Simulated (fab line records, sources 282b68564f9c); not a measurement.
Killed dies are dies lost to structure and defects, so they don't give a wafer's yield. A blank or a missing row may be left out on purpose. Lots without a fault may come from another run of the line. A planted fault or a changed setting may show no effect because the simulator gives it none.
fab line records | flow rit_cmos
record lots=5 wafers=15 last_day=7
route steps=202 shown GATE@88 REOX@98 NLDD@103 PLDD@114 SPACER@125 M1@196
lots that met no fault: from a run of the same line without faults
start_h: hours from the record's first day to the start of the lot's first wafer shown | wait_h: hours since the lot's step before | " the same as in the row above | L1.1+2: a row that stands for several wafers | - no value, or no start given | * or withheld: withheld | < > ~ a bound
route shown NAME@n: a module of which the file shows steps, and the number in the route of the first | usual: mean/standard deviation of fault-free wafers | same: alike in all rows | chamber/n: place in a boat | sites: the reading at each site | _std_site: their standard deviation | _edge_site: outer sites' mean less inner sites' | radius_mm: how far each site lies from the wafer's centre | mask NAME#n: copy n | behind: the tool/chamber that last shaped the wafer | hold: why the lot was held/for how many hours/how that ended | device: the transistor (n, p or np) that didn't switch | end of line: the same wafers' tests at the end of the route | a step without rows: its recipe alone | killed: dies lost to structure and defects at the first sort, not the wafer's yield | map: a wafer's dies, x killed, . not, _ none there
set.NAME: the setting as run; set.NAME@STEP: as run at that earlier step | model.NAME: the simulator's own value behind a step, which no gauge read
lots at some steps of the route; a table a step, a row a wafer
services: from which hour (start_h, from the record's first day; less than 0 if before it) a tool's chamber was out of use, for how many hours, and why
## steps
# step RIT_GATE_SOFTBAKE_12
# recipe resist=NOVOLAK temp_c=90 time_s=60
# step RIT_GATE_EXPOSE_13
# recipe mask_id=M6 na=0.6 source_shape=conventional sigma_outer=0.6 target_cd_nm=150 dose_mj=380
# step RIT_GATE_PEB_14
# recipe resist=NOVOLAK temp_c=withheld time_s=withheld
# step RIT_GATE_DEVELOP_15
# recipe resist=NOVOLAK develop_time_s=50 dev_temp_c=23
# step RIT_GATE_CD_MEAS_16
# recipe target_cd_nm=150
# usual cd_nm=149.9/2.6
# columns lot.wafer tool chamber start_h wait_h cd_nm
L263.2 cd_sem-02 - 100.16 - 149.4
L263.3 " - " " 149.8
L263.6 " - " " 149.1
L264.1 cd_sem-01 - 106.67 - 147.2
L264.5 " - " " 149.9
L264.6 " - " " 147.5
L268.1 cd_sem-01 - 121.51 - 152.8
L268.4 " - " " 152.5
L268.6 " - " " 150.6
L270.2 cd_sem-01 - 132.33 - 146.7
L270.3 " - " " 145.8
L270.5 " - " " 146.5
L273.3 cd_sem-01 - 146.15 - 150.6
L273.4 " - " " 151.4
L273.5 " - " " 147.1
# step RIT_GATE_OVL_MEAS_17
# usual GATE_OVL=0.3/1.2
# columns lot.wafer tool chamber start_h wait_h GATE_OVL[nm]
L263.2 overlay-02 - 100.26 0.1 -1.8
L263.3 " - " " -0.8
L263.6 " - " " -1.0
L264.1 overlay-02 - 106.79 0.1 -0.4
L264.5 " - " " -0.5
L264.6 " - " " 0.3
L268.1 overlay-01 - 121.63 0.1 -2.1
L268.4 " - " " -1.5
L268.6 " - " " -2.3
L270.2 overlay-02 - 132.43 0.1 1.4
L270.3 " - " " 0.5
L270.5 " - " " 1.0
L273.3 overlay-01 - 146.24 0.1 -0.9
L273.4 " - " " -1.0
L273.5 " - " " 0.4
# step RIT_GATE_HARDBAKE_18
# recipe resist=NOVOLAK temp_c=140 time_s=60
# step RIT_GATE_ETCH_19
# recipe chemistry=SF6/CHF3/O2 time_s=165 SF6_flow_sccm=30 CHF3_flow_sccm=30 O2_flow_sccm=5 target=poly-Si pressure_mtorr=40 rf_w=160 target_depth_a=3125 over_etch_frac=0.25 stop_on=SiO2
# usual O2_flow_sccm=5.001/0.015 SF6_flow_sccm=30.01/0.093 drypump_motor_current_A=5.8/0.34 oes_product_au=0.842/0.011 throttle_valve_pct=10.22/0.15
# columns lot.wafer tool chamber start_h wait_h O2_flow_sccm SF6_flow_sccm drypump_motor_current_A oes_product_au rf_hours_counter_h throttle_valve_pct
L263.2 rie_si-01 1 100.44 0.1 5.010 29.92 5.9 0.838 0 10.34
L263.3 " 2 " " 5.020 30.11 6.1 0.851 86 9.93
L263.6 " 0 " " 4.978 30.02 6.5 0.858 - 10.45
L264.1 rie_si-02 2 106.97 0.1 4.974 30.06 5.3 0.848 131 10.13
L264.5 " 2 " " 4.972 30.02 5.4 0.849 - 10.12
L264.6 " 3 " " 5.011 29.93 5.8 0.842 - 10.19
L268.1 rie_si-02 3 121.81 0.1 5.007 29.93 5.8 0.837 92 10.18
L268.4 " 1 " " 5.007 29.88 5.9 0.812 66 10.29
L268.6 " 2 " " 5.009 30.01 5.4 0.839 - 10.11
L270.2 rie_si-02 3 132.61 0.1 4.999 29.94 5.8 0.847 93 10.17
L270.3 " 0 " " 5.005 29.98 5.4 0.848 143 10.31
L270.5 " 0 " " 4.997 29.97 5.4 0.851 - 10.30
L273.3 rie_si-01 2 146.42 0.1 5.005 30.00 6.2 0.847 87 9.91
L273.4 " 3 " " 5.010 30.08 5.5 0.839 - 10.22
L273.5 " 2 " " 5.007 30.03 6.2 0.845 - 9.93
# step RIT_GATE_STRIP_20
# recipe chemistry=O2 time_s=180 resist=NOVOLAK platen_temp_c=withheld power_w=500 pressure_mtorr=4000 o2_flow_sccm=4000
# usual drypump_motor_current_A=5.4/0.44
# columns lot.wafer tool chamber start_h wait_h drypump_motor_current_A rf_hours_counter_h
L263.2 plasma_asher-04 1 100.55 0.1 5.4 47
L263.3 " 0 " " 5.9 -
L263.6 " 0 " " 5.9 -
L264.1 plasma_asher-04 0 107.08 0.1 5.9 47
L264.5 " 0 " " 5.9 -
L264.6 " 1 " " 5.4 -
L268.1 plasma_asher-04 0 121.92 0.1 5.9 1
L268.4 " 1 " " 5.4 -
L268.6 " 0 " " 5.9 -
L270.2 plasma_asher-01 0 132.72 0.1 5.3 50
L270.3 " 0 " " 5.3 -
L270.5 " 0 " " 5.3 -
L273.3 plasma_asher-04 1 146.58 0.1 5.4 -
L273.4 " 0 " " 6.0 -
L273.5 " 0 " " 6.0 -
# step RIT_GATE_CD_MEAS_90
# recipe target_cd_nm=150
# usual cd_nm=150.0/2.7
# columns lot.wafer tool chamber start_h wait_h cd_nm
L263.2 cd_sem-02 - 100.75 0.1 149.2
L263.3 " - " " 149.6
L263.6 " - " " 149.2
L264.1 cd_sem-02 - 107.26 0.1 147.1
L264.5 " - " " 150.2
L264.6 " - " " 148.0
L268.1 cd_sem-02 - 122.10 0.1 152.9
L268.4 " - " " 152.9
L268.6 " - " " 151.3
L270.2 cd_sem-02 - 132.92 0.1 146.7
L270.3 " - " " 146.3
L270.5 " - " " 146.3
L273.3 cd_sem-02 - 146.74 0.1 150.2
L273.4 " - " " 151.5
L273.5 " - " " 147.1
# step RIT_REOX_CLEAN_00
# recipe chemistry=SC1 mix=3:3:50 time_s=600 temp_c=75
# step RIT_REOX_CLEAN_01
# recipe chemistry=dHF dilution=50:1 time_s=30
# step RIT_REOX_CLEAN_02
# recipe chemistry=SC2 mix=3:3:50 time_s=600 temp_c=75 dry=n2_spin
# usual run_length_s=628/3.7
# columns lot.wafer tool chamber start_h wait_h run_length_s
L263.2 wet_bench-03 1 101.04 0.0 594
L263.3 " 1 " " 594
L263.6 " 1 " " 594
L264.1 wet_bench-04 3 107.57 0.0 627
L264.5 " 3 " " 627
L264.6 " 3 " " 627
L268.1 wet_bench-02 1 122.41 0.0 633
L268.4 " 1 " " 633
L268.6 " 1 " " 633
L270.2 wet_bench-03 2 133.38 0.0 633
L270.3 " 2 " " 633
L270.5 " 2 " " 633
L273.3 wet_bench-02 1 147.03 0.0 625
L273.4 " 1 " " 625
L273.5 " 1 " " 625
# step RIT_REOX_OXIDATION_03
# recipe temp_c=900 ambient=O2 target_thk_a=252 ox_time_s=5580
# step RIT_REOX_THK_MEAS_04
# recipe reads=SiO2_of_REOX_OXIDATION_03
# usual REOX_OXIDE_THK=25.1/0.49
# columns lot.wafer tool chamber start_h wait_h REOX_OXIDE_THK[nm]
L263.2 film_metro-04 - 103.84 0.0 24.0
L263.3 " - " " 24.3
L263.6 " - " " 24.8
L264.1 film_metro-04 - 111.56 0.0 24.9
L264.5 " - " " 25.0
L264.6 " - " " 24.8
L268.1 film_metro-04 - 125.15 0.0 25.1
L268.4 " - " " 25.3
L268.6 " - " " 25.1
L270.2 film_metro-04 - 136.29 0.0 25.3
L270.3 " - " " 25.0
L270.5 " - " " 25.4
L273.3 film_metro-04 - 149.77 0.0 24.4
L273.4 " - " " 24.2
L273.5 " - " " 24.5
# step RIT_NLDD_HMDS_00
# recipe prime_time_s=60 prime_temp_c=140
# step RIT_NLDD_COAT_01
# recipe resist=NOVOLAK spin_rpm=3250 resist_thk_nm=1000
# step RIT_NLDD_SOFTBAKE_02
# recipe resist=NOVOLAK temp_c=90 time_s=60
# step RIT_NLDD_EXPOSE_03
# recipe mask_id=M7 na=0.57 target_cd_nm=40700 dose_mj=250
# step RIT_NLDD_PEB_04
# recipe resist=NOVOLAK temp_c=withheld time_s=withheld
# step RIT_NLDD_DEVELOP_05
# recipe resist=NOVOLAK develop_time_s=50 dev_temp_c=23
# step RIT_NLDD_OVL_MEAS_06
# usual NLDD_OVL=-0.8/1.8
# columns lot.wafer tool chamber start_h wait_h NLDD_OVL[nm]
L263.2 overlay-01 - 104.97 - 0.6
L263.3 " - " " 0.2
L263.6 " - " " 0.8
L264.1 overlay-02 - 112.73 - 4.4
L264.5 " - " " 3.5
L264.6 " - " " 2.4
L268.1 overlay-02 - 126.06 - 1.0
L268.4 " - " " 0.7
L268.6 " - " " 0.0
L270.2 overlay-02 - 137.53 - -1.5
L270.3 " - " " 0.5
L270.5 " - " " -1.8
L273.3 overlay-01 - 150.68 - -3.6
L273.4 " - " " -1.8
L273.5 " - " " -3.1
# step RIT_NLDD_HARDBAKE_07
# recipe resist=NOVOLAK temp_c=140 time_s=60
# step RIT_NLDD_IMPLANT_08
# recipe species=P energy_kev=20 dose_cm2=5e+14 tilt_deg=7
# step RIT_NLDD_STRIP_09
# recipe chemistry=O2 time_s=180 resist=NOVOLAK platen_temp_c=withheld power_w=500 pressure_mtorr=4000 o2_flow_sccm=4000
# usual drypump_motor_current_A=5.4/0.48
# columns lot.wafer tool chamber start_h wait_h drypump_motor_current_A rf_hours_counter_h
L263.2 plasma_asher-04 0 105.30 0.1 6.0 47
L263.3 " 0 " " 6.0 -
L263.6 " 1 " " 5.3 -
L264.1 plasma_asher-03 0 113.35 0.4 4.7 46
L264.5 " 0 " " 4.7 -
L264.6 " 1 " " 5.9 -
L268.1 plasma_asher-04 0 126.40 0.1 5.9 1
L268.4 " 1 " " 5.3 -
L268.6 " 0 " " 5.9 -
L270.2 plasma_asher-04 1 137.86 0.1 5.4 2
L270.3 " 1 " " 5.4 -
L270.5 " 0 " " 5.9 -
L273.3 plasma_asher-04 0 151.23 0.1 5.9 -
L273.4 " 1 " " 5.4 -
L273.5 " 1 " " 5.4 -
# step RIT_NLDD_TW_MEAS_10
# usual NLDD_TW=2476/17
# columns lot.wafer tool chamber start_h wait_h NLDD_TW
L263.2 film_metro-01 - 105.49 0.1 2487
L263.3 " - " " 2471
L263.6 " - " " 2486
L264.1 film_metro-01 - 113.53 0.1 2477
L264.5 " - " " 2487
L264.6 " - " " 2479
L268.1 film_metro-01 - 126.57 0.1 2501
L268.4 " - " " 2509
L268.6 " - " " 2502
L270.2 film_metro-01 - 138.05 0.1 2510
L270.3 " - " " 2492
L270.5 " - " " 2499
L273.3 film_metro-02 - 151.37 0.1 2472
L273.4 " - " " 2476
L273.5 " - " " 2477
# step RIT_PLDD_HMDS_00
# recipe prime_time_s=60 prime_temp_c=140
# step RIT_PLDD_COAT_01
# recipe resist=NOVOLAK spin_rpm=3250 resist_thk_nm=1000
# step RIT_PLDD_SOFTBAKE_02
# recipe resist=NOVOLAK temp_c=90 time_s=60
# step RIT_PLDD_EXPOSE_03
# recipe mask_id=M8 na=0.57 target_cd_nm=40900 dose_mj=250
# step RIT_PLDD_PEB_04
# recipe resist=NOVOLAK temp_c=withheld time_s=withheld
# step RIT_PLDD_DEVELOP_05
# recipe resist=NOVOLAK develop_time_s=50 dev_temp_c=23
# step RIT_PLDD_OVL_MEAS_06
# usual PLDD_OVL=-1.0/1.2
# columns lot.wafer tool chamber start_h wait_h PLDD_OVL[nm]
L263.2 overlay-02 - 106.39 - -1.9
L263.3 " - " " -1.2
L263.6 " - " " -1.4
L264.1 overlay-01 - 114.56 - 0.4
L264.5 " - " " -0.1
L264.6 " - " " -1.1
L268.1 overlay-01 - 127.81 - -1.3
L268.4 " - " " -1.3
L268.6 " - " " -0.3
L270.2 overlay-01 - 138.95 - -0.9
L270.3 " - " " 0.7
L270.5 " - " " 0.7
L273.3 overlay-02 - 152.40 - -0.7
L273.4 " - " " -0.8
L273.5 " - " " -0.2
# step RIT_PLDD_HARDBAKE_07
# recipe resist=NOVOLAK temp_c=140 time_s=60
# step RIT_PLDD_IMPLANT_08
# recipe species=BF2 energy_kev=20 dose_cm2=9e+14 tilt_deg=7
# step RIT_PLDD_STRIP_09
# recipe chemistry=O2 time_s=180 resist=NOVOLAK platen_temp_c=withheld power_w=500 pressure_mtorr=4000 o2_flow_sccm=4000
# usual drypump_motor_current_A=5.3/0.47
# columns lot.wafer tool chamber start_h wait_h drypump_motor_current_A rf_hours_counter_h
L263.2 plasma_asher-03 1 106.72 0.1 5.9 45
L263.3 " 0 " " 4.7 -
L263.6 " 1 " " 5.9 -
L264.1 plasma_asher-03 1 114.90 0.1 5.8 46
L264.5 " 0 " " 4.7 -
L264.6 " 1 " " 5.9 -
L268.1 plasma_asher-02 1 128.33 0.1 4.7 34
L268.4 " 0 " " 5.7 -
L268.6 " 1 " " 4.7 -
L270.2 plasma_asher-01 0 139.28 0.1 5.3 51
L270.3 " 0 " " 5.3 -
L270.5 " 1 " " 5.5 -
L273.3 plasma_asher-02 0 152.78 0.1 5.7 -
L273.4 " 1 " " 4.7 -
L273.5 " 1 " " 4.8 -
# step RIT_PLDD_TW_MEAS_10
# usual PLDD_TW=2336/14
# columns lot.wafer tool chamber start_h wait_h PLDD_TW
L263.2 film_metro-04 - 106.91 0.1 2349
L263.3 " - " " 2329
L263.6 " - " " 2337
L264.1 film_metro-01 - 115.08 0.1 2334
L264.5 " - " " 2342
L264.6 " - " " 2334
L268.1 film_metro-02 - 128.50 0.1 2340
L268.4 " - " " 2358
L268.6 " - " " 2350
L270.2 film_metro-04 - 139.47 0.1 2313
L270.3 " - " " 2323
L270.5 " - " " 2318
L273.3 film_metro-04 - 152.92 0.1 2330
L273.4 " - " " 2337
L273.5 " - " " 2329
# step RIT_SPACER_CLEAN_00
# recipe chemistry=SC1 mix=3:3:50 time_s=600 temp_c=75
# step RIT_SPACER_CLEAN_01
# recipe chemistry=dHF dilution=50:1 time_s=30
# step RIT_SPACER_CLEAN_02
# recipe chemistry=SC2 mix=3:3:50 time_s=600 temp_c=75 dry=n2_spin
# step RIT_SPACER_CVD_03
# recipe material=Si3N4 target_thk_nm=250 temp_c=810 precursor=SiH2Cl2/NH3 time_s=3300 pressure_mtorr=300 sih2cl2_flow_sccm=60 nh3_flow_sccm=150
# step RIT_SPACER_THK_MEAS_04
# recipe reads=Si3N4_of_SPACER_CVD_03
# usual SPACER_NITRIDE_THK=249.6/2.2
# columns lot.wafer tool chamber start_h wait_h SPACER_NITRIDE_THK[nm]
L263.2 film_metro-01 - 109.51 0.0 247.4
L263.3 " - " " 245.0
L263.6 " - " " 247.0
L264.1 film_metro-03 - 118.64 0.0 249.8
L264.5 " - " " 248.9
L264.6 " - " " 248.4
L268.1 film_metro-03 - 130.86 0.0 252.9
L268.4 " - " " 252.5
L268.6 " - " " 252.6
L270.2 film_metro-03 - 142.16 0.0 250.8
L270.3 " - " " 251.5
L270.5 " - " " 249.4
L273.3 film_metro-04 - 155.30 0.0 252.8
L273.4 " - " " 252.5
L273.5 " - " " 251.6
# step RIT_M1_METAL_ETCH_12
# recipe stop_on=SiO2 chemistry=Cl2/BCl3 target=Al time_s=165 over_etch_frac=0.5 pressure_mtorr=100 target_depth_a=6000 rf_w=250 Cl2_flow_sccm=60 bcl3_flow_sccm=50
# usual bcl3_flow_sccm=50.00/0.16 drypump_motor_current_A=6.0/0.53 oes_product_au=0.774/0.012 throttle_valve_pct=8.33/0.086
# columns lot.wafer tool chamber start_h wait_h bcl3_flow_sccm drypump_motor_current_A oes_product_au rf_hours_counter_h throttle_valve_pct model.M1.cd_nm
L263.2 rie_metal-04 1 118.36 0.2 50.11 6.2 0.770 - 8.31 2628
L263.3 " 1 " " 49.88 6.3 0.777 - 8.30 2627
L263.6 " 1 " " 49.96 6.3 0.767 - 8.31 2628
L264.1 rie_metal-02 1 128.03 0.2 50.06 6.0 0.760 1 8.44 2600
L264.5 " 1 " " 50.10 6.0 0.769 - 8.46 2600
L264.6 " 0 " " 49.90 5.5 0.777 - 8.22 2601
L268.1 rie_metal-02 0 139.72 0.2 49.91 5.5 0.771 2 8.22 2597
L268.4 " 0 " " 50.18 5.5 0.779 - 8.23 2600
L268.6 " 0 " " 49.83 5.6 0.774 - 8.21 2599
L270.2 rie_metal-02 1 150.88 0.2 50.06 6.0 0.766 2 8.45 2603
L270.3 " 1 " " 49.94 6.0 0.765 - 8.45 2600
L270.5 " 1 " " 50.00 6.0 0.767 - 8.45 2603
L273.3 rie_metal-02 0 164.96 0.2 50.05 5.5 0.770 - 8.23 2603
L273.4 " 1 " " 49.75 6.0 0.762 - 8.45 2601
L273.5 " 1 " " 49.83 6.0 0.758 - 8.46 2603
# step RIT_M1_PROBE_99
# usual killed_at_front_end=7/3.1 killed_dies=7/3.1 killed_open=3.2/2.1 killed_short=3.4/2
# same gross_dies=264 killed_at_M0_to_M3=0 killed_at_M4_up=0 killed_at_back_side=0 killed_at_contacts=0 killed_at_other=0
# columns lot.wafer tool chamber start_h wait_h killed_at_front_end killed_dies killed_open killed_short model.etest.m1.width_nm
L263.2 prober-02 - 120.77 0.1 11 11 9 2 2631
L263.3 prober-02 - 120.82 0.2 4 4 2 2 2625
L263.6 prober-02 - 120.97 0.2 5 5 4 1 2622
L264.1 prober-02 - 130.73 0.1 3 3 1 2 2596
L264.5 prober-02 - 130.93 0.2 5 5 3 2 2602
L264.6 prober-02 - 130.98 0.2 6 6 1 5 2602
L268.1 prober-02 - 141.97 0.1 5 5 2 3 2592
L268.4 prober-02 - 142.12 0.2 6 6 4 2 2597
L268.6 prober-02 - 142.22 0.2 10 10 6 4 2605
L270.2 prober-02 - 153.52 0.1 9 9 3 6 2601
L270.3 prober-02 - 153.57 0.2 2 2 2 0 2597
L270.5 prober-02 - 153.67 0.2 13 13 9 4 2603
L273.3 prober-01 - 167.26 0.2 5 5 2 3 2601
L273.4 prober-01 - 167.31 0.2 9 9 5 4 2601
L273.5 prober-01 - 167.36 0.2 13 13 3 10 2601
# killed by level:class
L263.2 GATE:geometric_particle:open=3 FOX1:geometric_particle:open=2 SPACER:geometric_particle:open=2 FOX2:geometric_particle:open=1 REOX:geometric_particle:short=1 REOX:geometric_particle:open=1 SPACER:geometric_particle:short=1
L263.3 FOX1:geometric_particle:open=2 FOX1:geometric_particle:short=2
L263.6 GATE:geometric_particle:open=2 GATE:geometric_particle:short=1 SPACER:geometric_particle:open=1 SILICIDE:geometric_particle:open=1
L264.1 GATE:geometric_particle:short=2 GATE:geometric_particle:open=1
L264.5 FOX1:geometric_particle:open=1 GATE:geometric_particle:short=1 REOX:geometric_particle:short=1 REOX:geometric_particle:open=1 SPACER:geometric_particle:open=1
L264.6 GATE:geometric_particle:short=4 GATE:geometric_particle:open=1 SPACER:geometric_particle:short=1
L268.1 GATE:geometric_particle:short=3 SPACER:geometric_particle:open=1 SILICIDE:geometric_particle:open=1
L268.4 GATE:geometric_particle:open=2 REOX:geometric_particle:short=2 FOX1:geometric_particle:open=1 SPACER:geometric_particle:open=1
L268.6 GATE:geometric_particle:open=3 REOX:geometric_particle:short=3 FOX1:geometric_particle:open=1 FOX2:geometric_particle:short=1 FOX2:geometric_particle:open=1 REOX:geometric_particle:open=1
L270.2 GATE:geometric_particle:short=3 GATE:geometric_particle:open=3 REOX:geometric_particle:short=1 SPACER:geometric_particle:short=1 SILICIDE:geometric_particle:short=1
L270.3 GATE:geometric_particle:open=2
L270.5 SPACER:geometric_particle:open=3 FOX1:geometric_particle:short=2 GATE:geometric_particle:open=2 REOX:geometric_particle:open=2 FOX1:geometric_particle:open=1 FOX2:geometric_particle:open=1 GATE:geometric_particle:short=1 REOX:geometric_particle:short=1
L273.3 GATE:geometric_particle:short=2 GATE:geometric_particle:open=1 REOX:geometric_particle:open=1 REOX:geometric_particle:short=1
L273.4 GATE:geometric_particle:open=4 GATE:geometric_particle:short=2 FOX1:geometric_particle:open=1 SPACER:geometric_particle:short=1 SILICIDE:geometric_particle:short=1
L273.5 SILICIDE:geometric_particle:short=5 REOX:geometric_particle:short=3 GATE:geometric_particle:short=2 SILICIDE:geometric_particle:open=2 REOX:geometric_particle:open=1
## services
# columns tool chamber start_h hours kind
rie_metal-02 - 92.71 0.1 repair
rie_metal-04 1 105.00 9.8 repair
plasma_asher-04 - 108.75 9.0 pm
plasma_asher-04 0 108.75 9.0 vent_cycle
plasma_asher-04 1 108.75 9.0 vent_cycle
plasma_asher-02 - 112.24 1.4 repair
plasma_asher-04 0 117.75 - clean
plasma_asher-04 1 117.75 - clean
rie_si-01 0 125.41 32.9 repair
rie_metal-04 - 136.12 20.0 pm
rie_metal-04 0 136.12 20.0 vent_cycle
rie_metal-04 1 136.12 20.0 vent_cycle
plasma_asher-02 - 136.57 2.0 repair
rie_si-02 0 144.00 - clean
rie_si-02 0 144.00 14.9 scheduled_down
rie_si-02 0 144.00 14.9 vent_cycle
plasma_asher-03 - 154.80 15.6 pm
rie_metal-04 0 156.12 - clean
rie_metal-04 1 156.12 - clean
## key
first_sign step=RIT_REOX_CLEAN_02 reading=run_length_s direction=down sigmas=8.9 usual=* struck=*
effect none on later readings
model_effect step=RIT_M1_METAL_ETCH_12 value=M1.cd_nm without=2598 struck=2628
model_effect step=RIT_M1_PROBE_99 value=etest.m1.width_nm without=2596 struck=2626
met_at RIT_REOX_CLEAN_02
struck_wafers L263.2,L263.3,L263.6
tester_left_out L263
loop_trim step=RIT_M1_EXPOSE_06 setting=dose lots=L263
fault kind=process_parameter_drift tool=wet_bench-03 chamber=1 onset_h=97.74 steps=RIT_REOX_CLEAN_02 channel=time_s offset=* shape=step end_h=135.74 acts_in=* stated=*
# tester_left_out: of these lots the tester's yield and bins aren't shown, on N5 and GAA mostly nor the transistor test; their killed dies are dies lost to structure and defects alone, not to doping, threshold or leakage, so they don't give the yield
# loop_trim: a control loop set the setting to another value than it would have without faults
